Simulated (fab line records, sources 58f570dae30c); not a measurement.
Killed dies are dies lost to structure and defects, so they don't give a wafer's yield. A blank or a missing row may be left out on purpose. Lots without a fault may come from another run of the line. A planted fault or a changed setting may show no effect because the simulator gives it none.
Problem report in the 8D (eight disciplines) form, filled by code | flow berkeley_cmos170 | the parts of the form that need people (team, actions taken, sign-off) are left out

1. THE PROBLEM
bias_w at UCB170_GATE_ETCH_15 reads a mean of 232.6 W on 6 wafers of 2 lots; wafers without a fault read 150.0 W with a standard deviation of 0.41. That is +99 or more standard deviations from the usual mean.
The step: etches poly-Si in HBr/Cl2, stops on SiO2, time 56.3 s, target depth 278.2 nm.
First seen on wafer L991.1, day 10 02:56, on rie_si-02. The record holds 42 wafers of 14 lots with a number at this step. Rule for "out", or "out of limits": more than 4 standard deviations from the usual mean. The other wafers with a number count as sound.

2. WHAT IT IS AND WHAT IT IS NOT
question                    | is                     | is not
which readings at this step | bias_w                 | drypump_motor_current_A, oes_product_au, throttle_valve_pct
which lots                  | L990, L991             | L970, L971, L974, L976, L977, L978, L979, L981, L982, L983, L987, L989
which wafers of those lots  | all that have a number | -
read on which tools         | rie_si-02              | rie_si-01
when                        | from day 10 02:56      | up to then (36 sound wafers)

3. SUSPECTS, AND WHAT RULES EACH OUT
Counting: a tool at a process step up to the reading stays a suspect if it ran every lot that is out and no sound lot after the first of them.
- rie_si-02 at UCB170_GATE_ETCH_15 (etches poly-Si in HBr/Cl2, stops on SiO2, time 56.3 s, target depth 278.2 nm): kept. It ran every lot that is out, first L991 (day 10 02:56), and no sound lot after that; its last sound lot up to then is L983 (day 8 13:46). Its own readings are out on those wafers: bias_w.
Left after counting: rie_si-02 at UCB170_GATE_ETCH_15.

4. THE CAUSE (what the simulator had put in)
Process parameter drift: rie_si-02, from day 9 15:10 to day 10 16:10, at UCB170_GATE_ETCH_15. Setting bias_w, moved by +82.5, from 150.
Counting left only this tool.

5. THE CHAIN OF EFFECTS, in route order
Each row: a reading whose mean over the struck wafers that have a number lies more than 3 standard deviations from the usual. Only readings for which the record gives a usual standard deviation are gone through. hours: the time from each lot's start at the first step in this table that gives one to its start at this step, as a median over the lots. sigmas: the change in usual standard deviations.
hours | step                | reading | usual   | on struck wafers | change | sigmas
0     | UCB170_GATE_ETCH_15 | bias_w  | 150.0 W | 232.6            | +82.6  | +99 or more
The process steps in it:
- UCB170_GATE_ETCH_15: etches poly-Si in HBr/Cl2, stops on SiO2, time 56.3 s, target depth 278.2 nm.

6. WHAT WOULD HAVE CAUGHT IT SOONER
In this record the first reading out of limits was taken at day 10 02:56, 12 hours after the fault began at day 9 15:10.
